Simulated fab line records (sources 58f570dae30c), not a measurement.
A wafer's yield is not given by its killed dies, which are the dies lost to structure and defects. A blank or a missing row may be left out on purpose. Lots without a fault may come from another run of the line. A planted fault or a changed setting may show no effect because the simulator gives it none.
The same fault as seen by 2 desks + flow berkeley-cmos170 + only its own numbers are on each desk; what lay behind them is given at the end

== AT THE TOOL OWNER'S DESK: implanter-03 ==
For each lot that ran on this tool, the mean over its sampled wafers that have a number, from the tool's own readings at UCB170_NVT_IMPLANT_07. The brackets show how far a lot's mean lies from the usual mean; more than 4 standard deviations puts the lot out of limits, marked OUT.
Columns: A = dose-ions-cm2 at UCB170_NVT_IMPLANT_07, usual 3.001e+12; B = faraday-current-uA at UCB170_NVT_IMPLANT_07, usual 9.52
| lot  | first seen here | A                           | B              |
|------|-----------------|-----------------------------|----------------|
| L550 | day 6 22:25     | 2.998e+12                   | 9.63           |
| L552 | day 7 13:55     | 3.002e+12                   | 9.70           |
| L558 | day 8 04:49     | 3.000e+12                   | 9.53           |
| L566 | day 10 10:04    | 3.020e+11 (-99 or more) OUT | 0.94 (-43) OUT |
| L567 | day 10 10:34    | 3.003e+11 (-99 or more) OUT | 0.97 (-43) OUT |
Finding of this desk: L566, L567 out of limits; the first was L566 at day 10 10:04, on dose-ions-cm2 at UCB170_NVT_IMPLANT_07. L550, L552, L558 stayed within limits.

== AT THE METROLOGY DESK ==
What the gauges read for every lot (on any tool): the sampled wafers with a number, averaged. The brackets show how far a lot's mean lies from the usual mean; more than 4 standard deviations puts the lot out of limits, marked OUT.
Columns: A = PFIELD_OVL at UCB170_PFIELD_OVL_MEAS_06, usual 1 nm; B = NVT_TW at UCB170_NVT_TW_MEAS_09, usual 523.3
| lot  | first seen here | A  | B               |
|------|-----------------|----|-----------------|
| L549 | day 5 02:28     | 2  | 521.1           |
| L550 | day 5 03:01     | -4 | 518.8           |
| L553 | day 5 23:51     | 1  | 526.3           |
| L554 | day 6 00:08     | -1 | 528.8           |
| L552 | day 6 00:27     | 6  | 522.8           |
| L556 | day 6 12:50     | -2 | 521.5           |
| L557 | day 6 13:05     | 1  | 521.3           |
| L558 | day 6 13:23     | -1 | 521.4           |
| L566 | day 8 20:13     | 3  | 263.9 (-86) OUT |
| L569 | day 8 20:41     | -0 | 526.3           |
| L567 | day 8 20:49     | 4  | 263.1 (-87) OUT |
| L570 | day 9 17:20     | 6  | 521.3           |
| L571 | day 10 00:26    | 3  | 524.5           |
| L572 | day 10 01:16    | 3  | 521.9           |
This desk's result: L566, L567 out of limits, first on L566 (NVT_TW at UCB170_NVT_TW_MEAS_09), day 10 10:19. L549, L550, L553, L554, L552, L556, L557, L558, L569, L570, L571, L572 stayed within limits.

== PUT TOGETHER ==
An alarm could have come from the tool owner's desk at day 10 10:04, on L566, L567.
An alarm was possible from the metrology desk at day 10 10:19, on L566, L567.
The lots listed all ran UCB170_NVT_IMPLANT_07 on implanter-03.

== WHAT WAS PUT IN BY THE SIMULATOR ==
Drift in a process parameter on implanter-03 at UCB170_NVT_IMPLANT_07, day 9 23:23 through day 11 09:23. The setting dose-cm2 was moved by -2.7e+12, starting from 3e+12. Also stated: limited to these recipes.
Struck lots among those shown: L566, L567.
Delay (hours) between the fault's onset and each desk's first out-of-limits reading: 11 at the tool owner's desk, 11 at the metrology desk.
